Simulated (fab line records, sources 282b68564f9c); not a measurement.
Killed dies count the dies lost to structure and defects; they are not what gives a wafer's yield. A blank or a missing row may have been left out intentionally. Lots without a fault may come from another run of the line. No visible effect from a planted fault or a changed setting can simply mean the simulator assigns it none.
fab line records ; flow ritCmos
record: lots: 6; wafers: 18; lastDay: 6
route steps=202 shown SILICIDE@161 CONTACT@168 M1@202
lots that met no fault: from a run of the same line without faults
startH: hours from the record's first day to the start of the lot's first wafer shown ; waitH: hours from the lot's prior step to this one ; " repeats the value in the row above ; L1.1+2: a row that stands for several wafers ; - no value, or no start was given ; * or withheld: withheld ; < > ~ a bound
route shown NAME@n: a module of which the file shows steps, and the number in the route of the first ; usual: mean and standard deviation over wafers with no fault ; same: alike in all rows ; chamber/n: place in a boat ; sites: each site's reading ; _std_site: the values' standard deviation ; _edge_site: the outer-site mean with the inner-site mean subtracted ; radiusMm: for every site, how far away it sits from the centre of the wafer ; mask NAME#n: copy n ; behind: the most recent tool/chamber to have shaped the wafer ; hold: the reason the lot was held/the length of the hold in hours/how it ended ; device: transistor that didn't switch, given as n, p or np ; end of line: the same wafers' tests at the end of the route ; a step given without rows: its recipe and nothing more ; killed: dies lost to structure and defects at the first sort, not the wafer's yield ; map: a wafer's dies, marking killed ones x, the rest . and places with no die _
set.NAME: setting as actually run; set.NAME@STEP: the setting as run at that earlier step ; model.NAME: the simulator's own value behind a step, which no gauge read
lots at some steps of the route; a table a step, a row a wafer
services: the hour from which a tool's chamber was out of use, counted from the record's first day as startH (under 0 if before that day), plus the number of hours and why
== steps ==
step: RIT_SILICIDE_WET_ETCH_00
recipe: chemistry: BOE; target: SiO2; targetDepthNm: 14; timeS: 15; dry: n2Spin; dilution: 10:1; tempC: 21.5
step: RIT_SILICIDE_SPUTTER_01
recipe: material: Ti; targetThkNm: 30; powerW: 350; chamberPressurePa: 0.667; gas: Ar; timeS: 240; substrateTempC: 25
usual: throttleValvePct: 30.0/0.85
lot.wafer;tool;chamber;startH;waitH;throttleValvePct
L762.1;pvdSputter-04;-;51.43;0.0;30.1
L762.5;pvdSputter-04;-;51.43;0.0;30.7
L762.6;pvdSputter-04;-;51.43;0.0;30.2
L770.1;pvdSputter-04;-;91.38;0.0;30.7
L770.3;pvdSputter-04;-;91.38;0.0;30.7
L770.5;pvdSputter-04;-;91.38;0.0;31.0
L773.2;pvdSputter-01;-;108.35;0.0;28.2
L773.4;pvdSputter-01;-;108.35;0.0;31.0
L773.5;pvdSputter-01;-;108.35;0.0;29.2
L775.2;pvdSputter-01;-;114.53;0.0;29.6
L775.4;pvdSputter-01;-;114.53;0.0;28.6
L775.6;pvdSputter-01;-;114.53;0.0;30.9
L777.2;pvdSputter-01;-;125.60;0.0;31.2
L777.4;pvdSputter-01;-;125.60;0.0;29.7
L777.5;pvdSputter-01;-;125.60;0.0;30.0
L779.1;pvdSputter-01;-;134.76;0.0;29.7
L779.4;pvdSputter-01;-;134.76;0.0;30.5
L779.6;pvdSputter-01;-;134.76;0.0;28.6
step: RIT_SILICIDE_RS_MEAS_02
recipe: thkMeasGauge: four-point-probe; reads: Ti_of_SILICIDE_SPUTTER_01
usual: SILICIDE_TI_RS: 47.7/0.58
lot.wafer;tool;chamber;startH;waitH;SILICIDE_TI_RS[ohm/sq]
L762.1;filmMetro-02;-;51.58;0.1;47.5
L762.5;filmMetro-02;-;51.58;0.1;47.0
L762.6;filmMetro-02;-;51.58;0.1;47.9
L770.1;filmMetro-01;-;91.53;0.1;47.4
L770.3;filmMetro-01;-;91.53;0.1;47.9
L770.5;filmMetro-01;-;91.53;0.1;47.4
L773.2;filmMetro-02;-;108.52;0.1;47.6
L773.4;filmMetro-02;-;108.52;0.1;47.7
L773.5;filmMetro-02;-;108.52;0.1;47.8
L775.2;filmMetro-02;-;114.70;0.1;47.6
L775.4;filmMetro-02;-;114.70;0.1;48.1
L775.6;filmMetro-02;-;114.70;0.1;48.8
L777.2;filmMetro-02;-;125.77;0.1;47.8
L777.4;filmMetro-02;-;125.77;0.1;47.8
L777.5;filmMetro-02;-;125.77;0.1;48.1
L779.1;filmMetro-02;-;134.91;0.1;47.0
L779.4;filmMetro-02;-;134.91;0.1;47.2
L779.6;filmMetro-02;-;134.91;0.1;47.1
step: RIT_SILICIDE_THK_MEAS_03
recipe: thkMeasGauge: xrf; reads: Ti_of_SILICIDE_SPUTTER_01
usual: SILICIDE_TI_THK: 30.1/0.39
lot.wafer;tool;chamber;startH;waitH;SILICIDE_TI_THK[nm]
L762.1;filmMetro-02;-;51.70;0.1;30.4
L762.5;filmMetro-02;-;51.70;0.1;30.6
L762.6;filmMetro-02;-;51.70;0.1;30.1
L770.1;filmMetro-01;-;91.65;0.1;29.9
L770.3;filmMetro-01;-;91.65;0.1;29.6
L770.5;filmMetro-01;-;91.65;0.1;29.9
L773.2;filmMetro-02;-;108.63;0.1;30.3
L773.4;filmMetro-02;-;108.63;0.1;30.2
L773.5;filmMetro-02;-;108.63;0.1;30.3
L775.2;filmMetro-02;-;114.81;0.1;30.1
L775.4;filmMetro-02;-;114.81;0.1;30.0
L775.6;filmMetro-02;-;114.81;0.1;29.6
L777.2;filmMetro-02;-;125.88;0.1;30.2
L777.4;filmMetro-02;-;125.88;0.1;30.2
L777.5;filmMetro-02;-;125.88;0.1;30.2
L779.1;filmMetro-02;-;135.03;0.1;30.6
L779.4;filmMetro-02;-;135.03;0.1;30.4
L779.6;filmMetro-02;-;135.03;0.1;30.6
step: RIT_SILICIDE_RTA_04
recipe: tempC: 650; timeS: 10; idleTempC: 25; rampUpS: 5; rampDownS: 5; coolToC: 25; ambient: N2
usual: chamberO2Ppm: 2.002/0.02; wafer_temp_C_max: 653.2/1.3
lot.wafer;tool;chamber;startH;waitH;chamberO2Ppm;wafer_temp_C_max
L762.1;rtpAnneal-02;0;51.76;0.1;1.995;653.4
L762.5;rtpAnneal-02;0;51.76;0.1;2.020;651.9
L762.6;rtpAnneal-02;0;51.76;0.1;1.960;652.7
L770.1;rtpAnneal-02;0;91.71;0.1;1.990;652.2
L770.3;rtpAnneal-02;0;91.71;0.1;1.968;652.3
L770.5;rtpAnneal-02;0;91.71;0.1;2.006;652.0
L773.2;rtpAnneal-01;0;108.69;0.1;1.991;655.1
L773.4;rtpAnneal-01;0;108.69;0.1;2.006;654.0
L773.5;rtpAnneal-01;0;108.69;0.1;2.018;653.9
L775.2;rtpAnneal-01;0;114.87;0.1;1.971;654.7
L775.4;rtpAnneal-01;0;114.87;0.1;1.989;653.4
L775.6;rtpAnneal-01;0;114.87;0.1;1.999;653.6
L777.2;rtpAnneal-01;0;125.94;0.1;2.038;652.6
L777.4;rtpAnneal-01;0;125.94;0.1;2.028;653.3
L777.5;rtpAnneal-01;0;125.94;0.1;1.972;653.3
L779.1;rtpAnneal-01;0;135.09;0.1;1.992;653.6
L779.4;rtpAnneal-01;0;135.09;0.1;2.011;655.7
L779.6;rtpAnneal-01;0;135.09;0.1;2.030;653.3
step: RIT_SILICIDE_WET_ETCH_05
recipe: chemistry: SPM; target: Ti; tempC: 90; timeS: 120; dry: n2Spin
step: RIT_SILICIDE_RTA_06
recipe: tempC: 750; timeS: 10; idleTempC: 25; rampUpS: 5; rampDownS: 10; coolToC: 25; ambient: N2
usual: chamberO2Ppm: 2.000/0.021; wafer_temp_C_max: 753.7/1.5
lot.wafer;tool;chamber;startH;waitH;chamberO2Ppm;wafer_temp_C_max
L762.1;rtpAnneal-01;0;51.87;0.0;2.038;753.5
L762.5;rtpAnneal-01;0;51.87;0.0;1.993;755.5
L762.6;rtpAnneal-01;0;51.87;0.0;2.009;755.7
L770.1;rtpAnneal-01;0;91.89;0.0;2.006;756.9
L770.3;rtpAnneal-01;0;91.89;0.0;2.007;755.2
L770.5;rtpAnneal-01;0;91.89;0.0;1.981;755.5
L773.2;rtpAnneal-02;0;108.80;0.0;1.995;752.8
L773.4;rtpAnneal-02;0;108.80;0.0;1.984;752.2
L773.5;rtpAnneal-02;0;108.80;0.0;1.973;752.0
L775.2;rtpAnneal-02;0;114.98;0.0;2.004;751.8
L775.4;rtpAnneal-02;0;114.98;0.0;2.007;752.6
L775.6;rtpAnneal-02;0;114.98;0.0;2.003;753.5
L777.2;rtpAnneal-02;0;126.05;0.0;2.029;753.7
L777.4;rtpAnneal-02;0;126.05;0.0;2.016;752.9
L777.5;rtpAnneal-02;0;126.05;0.0;2.006;752.4
L779.1;rtpAnneal-02;0;135.24;0.0;2.010;752.1
L779.4;rtpAnneal-02;0;135.24;0.0;1.981;752.7
L779.6;rtpAnneal-02;0;135.24;0.0;2.017;752.5
step: RIT_CONTACT_CVD_00
recipe: material: SiO2; targetThkNm: 400; precursor: TEOS; tempC: 390; timeS: 61; rfW: 400
usual: heaterPowerW: 318/54
lot.wafer;tool;chamber;startH;waitH;heaterPowerW
L762.1;pecvd-03;1;51.94;0.1;330
L762.5;pecvd-03;0;51.94;0.1;274
L762.6;pecvd-03;1;51.94;0.1;342
L770.1;pecvd-04;0;91.96;0.1;283
L770.3;pecvd-04;1;91.96;0.1;219
L770.5;pecvd-04;0;91.96;0.1;303
L773.2;pecvd-04;2;108.86;0.0;387
L773.4;pecvd-04;2;108.86;0.0;282
L773.5;pecvd-04;0;108.86;0.0;360
L775.2;pecvd-01;2;115.04;0.0;333
L775.4;pecvd-01;2;115.04;0.0;333
L775.6;pecvd-01;0;115.04;0.0;446
L777.2;pecvd-03;0;126.11;0.0;268
L777.4;pecvd-03;1;126.11;0.0;345
L777.5;pecvd-03;0;126.11;0.0;269
L779.1;pecvd-04;0;135.30;0.1;345
L779.4;pecvd-04;1;135.30;0.1;275
L779.6;pecvd-04;2;135.30;0.1;330
step: RIT_CONTACT_THK_MEAS_01
recipe: reads: SiO2_of_CONTACT_CVD_00
usual: CONTACT_TEOS_THK: 400/4.8
lot.wafer;tool;chamber;startH;waitH;CONTACT_TEOS_THK[nm]
L762.1;filmMetro-01;-;51.99;0.0;396
L762.5;filmMetro-01;-;51.99;0.0;406
L762.6;filmMetro-01;-;51.99;0.0;408
L770.1;filmMetro-02;-;92.01;0.0;395
L770.3;filmMetro-02;-;92.01;0.0;395
L770.5;filmMetro-02;-;92.01;0.0;401
L773.2;filmMetro-04;-;108.92;0.0;395
L773.4;filmMetro-04;-;108.92;0.0;397
L773.5;filmMetro-04;-;108.92;0.0;404
L775.2;filmMetro-02;-;115.10;0.0;401
L775.4;filmMetro-02;-;115.10;0.0;405
L775.6;filmMetro-02;-;115.10;0.0;409
L777.2;filmMetro-01;-;126.17;0.0;400
L777.4;filmMetro-01;-;126.17;0.0;403
L777.5;filmMetro-01;-;126.17;0.0;412
L779.1;filmMetro-04;-;135.35;0.0;396
L779.4;filmMetro-04;-;135.35;0.0;407
L779.6;filmMetro-04;-;135.35;0.0;399
step: RIT_CONTACT_HMDS_02
recipe: primeTimeS: 60; primeTempC: 140
step: RIT_CONTACT_COAT_03
recipe: resist: NOVOLAK; spinRpm: 3250; resistThkNm: 1000
step: RIT_CONTACT_SOFTBAKE_04
recipe: resist: NOVOLAK; tempC: 90; timeS: 60
step: RIT_CONTACT_EXPOSE_05
recipe: maskId: M11; na: 0.6; sourceShape: conventional; sigmaOuter: 0.5; targetCdNm: 1000; doseMj: 250
usual: stageVelMmS: 499.97/0.27
lot.wafer;tool;chamber;startH;waitH;mask;stageVelMmS;model.CONTACT.overlayXNm
L762.1;ilineStepper-01;0;52.62;0.2;M11#0;499.58;0.1707
L762.5;ilineStepper-01;0;52.62;0.2;M11#0;499.70;0.1707
L762.6;ilineStepper-01;0;52.62;0.2;M11#0;499.52;0.1707
L770.1;ilineStepper-02;0;92.74;0.2;M11#0;500.00;0.4219
L770.3;ilineStepper-02;0;92.74;0.2;M11#0;500.31;0.4219
L770.5;ilineStepper-02;0;92.74;0.2;M11#0;500.02;0.4219
L773.2;ilineStepper-01;0;109.56;0.2;M11#0;499.91;-2.219
L773.4;ilineStepper-01;0;109.56;0.2;M11#0;500.25;-2.219
L773.5;ilineStepper-01;0;109.56;0.2;M11#0;499.92;-2.219
L775.2;ilineStepper-02;0;115.83;0.2;M11#0;500.45;131.8
L775.4;ilineStepper-02;0;115.83;0.2;M11#0;500.30;131.8
L775.6;ilineStepper-02;0;115.83;0.2;M11#0;500.04;131.8
L777.2;ilineStepper-02;0;126.89;0.2;M11#0;499.84;133.4
L777.4;ilineStepper-02;0;126.89;0.2;M11#0;500.48;133.4
L777.5;ilineStepper-02;0;126.89;0.2;M11#0;500.01;133.4
L779.1;ilineStepper-01;0;135.86;0.1;M11#0;500.11;2.295
L779.4;ilineStepper-01;0;135.86;0.1;M11#0;499.98;2.295
L779.6;ilineStepper-01;0;135.86;0.1;M11#0;500.16;2.295
step: RIT_CONTACT_PEB_06
recipe: resist: NOVOLAK; tempC: withheld; timeS: withheld
step: RIT_CONTACT_DEVELOP_07
recipe: resist: NOVOLAK; developTimeS: 120; devTempC: 23
step: RIT_CONTACT_CD_MEAS_08
recipe: targetCdNm: 1000
usual: cdNm: 1000.5/2
lot.wafer;tool;chamber;startH;waitH;cdNm
L762.1;cdSem-02;-;53.14;-;1000.0
L762.5;cdSem-02;-;53.14;-;1001.0
L762.6;cdSem-02;-;53.14;-;997.1
L770.1;cdSem-02;-;93.26;-;1002.5
L770.3;cdSem-02;-;93.26;-;1001.2
L770.5;cdSem-02;-;93.26;-;1001.0
L773.2;cdSem-01;-;110.08;-;1000.2
L773.4;cdSem-01;-;110.08;-;998.5
L773.5;cdSem-01;-;110.08;-;999.5
L775.2;cdSem-02;-;116.35;-;1000.2
L775.4;cdSem-02;-;116.35;-;1001.5
L775.6;cdSem-02;-;116.35;-;998.6
L777.2;cdSem-01;-;127.46;-;1003.4
L777.4;cdSem-01;-;127.46;-;1002.6
L777.5;cdSem-01;-;127.46;-;1000.8
L779.1;cdSem-01;-;136.38;-;999.5
L779.4;cdSem-01;-;136.38;-;998.1
L779.6;cdSem-01;-;136.38;-;999.5
step: RIT_CONTACT_OVL_MEAS_09
usual: CONTACT_OVL: 0.4/1.7
lot.wafer;tool;chamber;startH;waitH;CONTACT_OVL[nm]
L762.1;overlay-02;-;53.26;0.1;-0.8
L762.5;overlay-02;-;53.26;0.1;0.0
L762.6;overlay-02;-;53.26;0.1;0.1
L770.1;overlay-01;-;93.38;0.1;1.5
L770.3;overlay-01;-;93.38;0.1;0.9
L770.5;overlay-01;-;93.38;0.1;-0.7
L773.2;overlay-01;-;110.18;0.1;0.3
L773.4;overlay-01;-;110.18;0.1;-1.6
L773.5;overlay-01;-;110.18;0.1;-1.0
L775.2;overlay-01;-;116.45;0.1;131.1
L775.4;overlay-01;-;116.45;0.1;130.9
L775.6;overlay-01;-;116.45;0.1;131.9
L777.2;overlay-01;-;127.57;0.1;131.2
L777.4;overlay-01;-;127.57;0.1;133.3
L777.5;overlay-01;-;127.57;0.1;132.2
L779.1;overlay-01;-;136.50;0.1;1.8
L779.4;overlay-01;-;136.50;0.1;2.8
L779.6;overlay-01;-;136.50;0.1;2.1
step: RIT_CONTACT_HARDBAKE_10
recipe: resist: NOVOLAK; tempC: 140; timeS: 60
step: RIT_M1_PROBE_99
usual: killedAtContacts: 0.1/0.25; killedAtFrontEnd: 7/3.3; killedDies: 7/3.3; killedOpen: 3.6/2; killedShort: 3.6/2.1
same: grossDies: 264; killed_at_M0_to_M3: 0; killed_at_M4_up: 0; killedAtBackSide: 0; killedAtOther: 0
lot.wafer;tool;chamber;startH;waitH;killedAtContacts;killedAtFrontEnd;killedDies;killedOpen;killedShort;model.etest.contactToGate.bvRightV;model.etest.contactToGate.bvLeftV
L762.1;prober-01;-;58.30;0.1;0;9;9;4;5;90.51;90.67
L762.5;prober-01;-;58.50;0.2;0;7;7;3;4;90.69;90.46
L762.6;prober-01;-;58.55;0.2;0;5;5;3;2;92.95;90.31
L770.1;prober-01;-;98.73;0.1;0;9;9;8;1;93.29;90.91
L770.3;prober-01;-;98.83;0.2;0;5;5;3;2;88.02;92.56
L770.5;prober-01;-;98.93;0.2;1;6;7;4;3;88.37;89.42
L773.2;prober-02;-;115.65;0.1;0;5;5;2;3;92.14;91.46
L773.4;prober-02;-;115.75;0.2;0;13;13;5;8;94.48;90.36
L773.5;prober-02;-;115.80;0.2;0;11;11;6;5;88.96;90.26
L775.2;prober-02;-;121.60;0.1;0;6;6;3;3;24.11;153.3
L775.4;prober-02;-;121.70;0.2;0;8;8;3;5;25.06;155.5
L775.6;prober-02;-;121.80;0.2;0;4;4;4;0;26.89;157
L779.1;prober-02;-;142.10;0.1;0;12;12;5;7;90.83;91.12
L779.4;prober-02;-;142.25;0.2;0;5;5;2;3;93.24;92.13
L779.6;prober-02;-;142.35;0.2;0;5;5;1;4;89.37;88.12
killed by level:class
L762.1 GATE:geometricParticle:short=3 FOX1:geometricParticle:open=2 GATE:geometricParticle:open=2 FOX1:geometricParticle:short=1 SILICIDE:geometricParticle:short=1
L762.5 FOX1:geometricParticle:short=2 GATE:geometricParticle:open=2 GATE:geometricParticle:short=1 SILICIDE:geometricParticle:open=1 SILICIDE:geometricParticle:short=1
L762.6 ACTIVE:geometricParticle:open=1 FOX2:geometricParticle:open=1 FOX2:geometricParticle:short=1 GATE:geometricParticle:open=1 SPACER:geometricParticle:short=1
L770.1 REOX:geometricParticle:open=4 GATE:geometricParticle:open=3 FOX1:geometricParticle:open=1 GATE:geometricParticle:short=1
L770.3 GATE:geometricParticle:short=2 FOX2:geometricParticle:open=1 GATE:geometricParticle:open=1 REOX:geometricParticle:open=1
L770.5 GATE:geometricParticle:open=4 GATE:geometricParticle:short=2 CONTACT:geometricParticle:short=1
L773.2 FOX1:geometricParticle:short=2 SILICIDE:geometricParticle:open=2 GATE:geometricParticle:short=1
L773.4 GATE:geometricParticle:short=4 FOX1:geometricParticle:open=3 SPACER:geometricParticle:short=2 GATE:geometricParticle:open=1 REOX:geometricParticle:short=1 REOX:geometricParticle:open=1 SILICIDE:geometricParticle:short=1
L773.5 SILICIDE:geometricParticle:short=3 GATE:geometricParticle:open=2 SPACER:geometricParticle:open=2 FOX1:geometricParticle:open=1 GATE:geometricParticle:short=1 SPACER:geometricParticle:short=1 SILICIDE:geometricParticle:open=1
L775.2 GATE:geometricParticle:open=3 GATE:geometricParticle:short=2 FOX1:geometricParticle:short=1
L775.4 GATE:geometricParticle:short=2 FOX1:geometricParticle:short=1 FOX1:geometricParticle:open=1 FOX2:geometricParticle:short=1 GATE:geometricParticle:open=1 SILICIDE:geometricParticle:open=1 SILICIDE:geometricParticle:short=1
L775.6 GATE:geometricParticle:open=3 SILICIDE:geometricParticle:open=1
L779.1 SILICIDE:geometricParticle:short=3 GATE:geometricParticle:open=2 GATE:geometricParticle:short=2 SPACER:geometricParticle:open=2 FOX1:geometricParticle:short=1 REOX:geometricParticle:short=1 REOX:geometricParticle:open=1
L779.4 SILICIDE:geometricParticle:open=2 FOX2:geometricParticle:short=1 SPACER:geometricParticle:short=1 SILICIDE:geometricParticle:short=1
L779.6 GATE:geometricParticle:open=1 GATE:geometricParticle:short=1 REOX:geometricParticle:short=1 SPACER:geometricParticle:short=1 SILICIDE:geometricParticle:short=1
== services ==
tool;chamber;startH;hours;kind
ilineStepper-01;-;31.18;2.1;pm
ilineStepper-01;-;33.26;-;consumableReplace:lamp
ilineStepper-02;-;35.11;1.7;pm
ilineStepper-02;-;55.50;4.3;pm
rtpAnneal-02;-;59.20;3.2;pm
ilineStepper-01;-;65.97;1.7;pm
pecvd-01;0;126.64;3.0;repair
== key ==
firstSign: step: RIT_CONTACT_OVL_MEAS_09; reading: CONTACT_OVL; direction: up; sigmas: 77; usual: 0.4; struck: 131.8
effect none on later readings
modelEffect: step: RIT_CONTACT_EXPOSE_05; value: CONTACT.overlayXNm; without: 2.557; struck: 132.6
modelEffect: step: RIT_M1_PROBE_99; value: etest.contactToGate.bvRightV; without: 90.35; struck: 25.35
metAt RIT_CONTACT_EXPOSE_05
struckWafers L775.2,L775.4,L775.6,L777.2,L777.4,L777.5
sortLeftOut L777.2,L777.4,L777.5
testerLeftOut L775,L777
onsetBetween 92.74 115.83
earlierFault: kind: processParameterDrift; tool: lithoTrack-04; chamber: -; onsetH: 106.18; steps: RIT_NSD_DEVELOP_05; channel: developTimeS; offset: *; shape: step; endH: 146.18; actsIn: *; stated: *
fault: kind: scannerMatchingOverlay; tool: ilineStepper-02; chamber: -; onsetH: 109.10; steps: RIT_CONTACT_EXPOSE_05; offset: 130
testerLeftOut: of these lots the tester's yield and bins aren't shown, on N5 and GAA mostly nor the transistor test; their killed dies are dies lost to structure and defects alone, not to doping, threshold or leakage, so they don't give the yield
sortLeftOut: the simulated sort isn't trusted on such a fault, so these wafers' sort isn't shown, and their yield isn't known
